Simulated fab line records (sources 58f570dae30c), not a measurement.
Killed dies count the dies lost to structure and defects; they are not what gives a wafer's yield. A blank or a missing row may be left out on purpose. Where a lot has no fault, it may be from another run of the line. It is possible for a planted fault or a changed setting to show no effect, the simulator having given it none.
Which tool is to blame? | flow berkeleyCmos170 | 13 lots with 39 wafers sampled at 2 steps, on a route of 331 steps

WHAT EACH GAUGE READ, for each wafer
UCB170_M2_CD_MEAS_15 targets a cd of 700 nm.
lot  | measured     | on       | cdNm (nm)
L695 | day 7 19:05  | cdSem-02 | 698.8 699.2 699.0
L694 | day 7 19:44  | cdSem-01 | 701.9 701.1 701.9
L696 | day 8 02:46  | cdSem-02 | 698.6 698.1 698.6
L697 | day 8 08:42  | cdSem-02 | 698.1 699.0 699.6
L698 | day 8 14:37  | cdSem-02 | 701.6 701.8 701.8
L702 | day 9 10:55  | cdSem-01 | 701.3 700.6 701.5
L704 | day 9 19:50  | cdSem-02 | 699.7 700.1 698.8
L709 | day 10 11:13 | cdSem-02 | 700.0 698.5 698.6
L710 | day 11 07:22 | cdSem-02 | 702.7 702.3 700.8
L711 | day 11 07:25 | cdSem-01 | 700.2 701.2 700.3
L713 | day 11 08:28 | cdSem-02 | 701.5 700.1 700.9
L714 | day 11 08:59 | cdSem-02 | 697.8 699.8 697.7
L715 | day 12 00:11 | cdSem-02 | 698.7 697.4 698.2

UCB170_M2_OVL_MEAS_16.
lot  | measured     | on         | M2_OVL (nm)
L695 | day 7 19:12  | overlay-02 | -11 1 -1
L694 | day 7 19:50  | overlay-01 | -7 -8 -1
L696 | day 8 02:52  | overlay-01 | 0 0 -3
L697 | day 8 08:49  | overlay-02 | 4 5 -4
L698 | day 8 14:44  | overlay-01 | -3 -7 -3
L702 | day 9 11:02  | overlay-01 | 9 0 1
L704 | day 9 19:57  | overlay-01 | -7 -9 -2
L709 | day 10 11:20 | overlay-02 | 0 -2 0
L710 | day 11 07:29 | overlay-01 | -14 -11 -15
L711 | day 11 07:32 | overlay-01 | 3 -5 -3
L713 | day 11 08:34 | overlay-01 | 2 11 11
L714 | day 11 09:05 | overlay-02 | 4 1 3
L715 | day 12 00:16 | overlay-02 | -4 -4 -5

WHICH TOOL RAN EACH LOT (tool, then ch and the chambers of the sampled wafers, then the start)
Before these readings, the record contains no process step.

WHAT THE TOOLS THEMSELVES READ (means of the sampled wafers that have a number; where no wafer has one, the mark that the record gives instead)
The record holds no such reading with a usual standard deviation.

THE ANSWER, worked out from the rows above alone
Rule: the usual values come from the lots themselves. The widest of any qualifying gaps counts: lots, ordered by their means at a reading, are off when they make up no more than a third of the lots, leave a main group of 4 or more, and stand apart from it by 3 or more times the standard deviation of that group's means. Not used: any main group whose means are identical at the precision the tables above print for the reading. A lot without any number at a reading at which 4 lots or more have one is off too. All remaining lots with rows at the step are treated as sound. Order of review: gauges by route order, followed by the tools' own readings, for which a lot's mean as printed above is used. The first step at which some lot is off is used, and at that step the reading that is off furthest; a lot without a number counts as furthest.
No lot is off at any reading shown: from this, nothing can be told.

WHAT THE SIMULATOR PUT IN
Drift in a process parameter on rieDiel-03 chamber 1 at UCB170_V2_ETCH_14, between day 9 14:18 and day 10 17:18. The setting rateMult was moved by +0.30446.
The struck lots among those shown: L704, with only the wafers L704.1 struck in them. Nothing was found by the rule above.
